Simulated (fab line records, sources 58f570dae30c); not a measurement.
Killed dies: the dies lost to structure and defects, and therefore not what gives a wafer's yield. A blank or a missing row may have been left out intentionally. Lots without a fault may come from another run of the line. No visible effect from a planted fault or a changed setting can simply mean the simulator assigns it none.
8D (eight disciplines) problem report, filled in by code || flow berkeley cmos170 || the parts of the form that need people (team, actions taken, sign-off) are left out

1. THE ISSUE
Mean NLDD_RS at UCB170_SDANNEAL_RS_MEAS_05: 595.9 ohm/sq over 6 wafers in 2 lots; fault-free wafers: 617.9 ohm/sq, standard deviation 1.6. Measured from the usual mean, that is -14 standard deviations.
The step: measures by four-point-probe.
Earliest sighting: wafer L909.4 on film metro-01 at day 9 20:50. At this step, 39 wafers from 13 lots have a number in the record. By rule, "out" or "out of limits" means more than 4 standard deviations away from the usual mean. The rest of the wafers with a number are treated as sound.

2. WHAT IT IS, AND WHAT IT ISN'T
{"question": "which readings at this step", "is": "NLDD_RS", "is not": "-"}
{"question": "which lots", "is": "L909, L911", "is not": "L894, L895, L896, L897, L898, L899, L900, L901, L915, L916, L917"}
{"question": "which wafers of those lots", "is": "all that have a number", "is not": "-"}
{"question": "read on which gauges", "is": "film metro-01, film metro-02", "is not": "film metro-04"}
{"question": "when", "is": "from day 9 20:50", "is not": "up to then (24 sound wafers); but 9 sound wafers of L915, L916, L917 came after"}

3. THE SUSPECTS, EACH WITH WHAT RULES IT OUT
Counting: a tool stays on the suspect list if, at a process step up to the reading, it processed all lots that are out and no sound lot following the first of them.
- the gauge at UCB170_SDANNEAL_RS_MEAS_05 is ruled out. The wafers that are out were read on 2 gauges (film metro-01, film metro-02).
- implanter-04 at UCB170_NLDD_IMPLANT_09: kept. All lots that are out passed through it, beginning with L909 at day 9 12:22, and no sound lot followed; its final sound lot before that point was L900 at day 7 13:12. On those wafers its own readings are out: dose ions cm2, faraday current uA.
Left after counting: implanter-04 at UCB170_NLDD_IMPLANT_09.

4. THE CAUSE (what the simulator had put in)
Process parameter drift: implanter-04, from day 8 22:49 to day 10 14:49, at UCB170_NLDD_IMPLANT_09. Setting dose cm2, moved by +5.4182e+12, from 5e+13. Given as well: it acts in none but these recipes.
Only this tool survived the counting.

5. SEQUENCE OF EFFECTS, ordered by route
Each row: a reading where the mean over the struck wafers with a number is more than 3 standard deviations away from the usual. Only readings whose record carries a usual standard deviation are examined. hours: median over the lots of the time between each lot's start at the first step of this table that gives one and its start at this step. sigmas: the change, counted in usual standard deviations.
{"hours": 0, "step": "UCB170_NLDD_IMPLANT_09", "reading": "dose ions cm2", "usual": 4.999e+13, "on struck wafers": 5.540e+13, "change": "+5.407e+12", "sigmas": "+99 or more"}
{"hours": 0, "step": "UCB170_NLDD_IMPLANT_09", "reading": "faraday current uA", "usual": 159, "on struck wafers": 177, "change": "+18", "sigmas": "+5.7"}
{"hours": 10, "step": "UCB170_SDANNEAL_RS_MEAS_05", "reading": "NLDD_RS", "usual": "617.9 ohm/sq", "on struck wafers": 595.9, "change": -22.0, "sigmas": -14}
Here are the process steps it includes:
- UCB170_NLDD_IMPLANT_09

6. HOW IT WOULD HAVE BEEN CAUGHT EARLIER
Counted from the fault's start at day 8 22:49, it took 22 hours until the first out-of-limits reading at a measuring or inspecting step in this record, taken at day 9 20:50.
At UCB170_NLDD_IMPLANT_09, the tool's own readings (dose ions cm2, faraday current uA) were out on each struck wafer the step has a row for, so an alarm limit on them would have fired on the first such wafer.
Lots out: 2; all had begun UCB170_NLDD_IMPLANT_09 on implanter-04 by day 9 20:50. Holding the tool at that point would not have protected any of them.
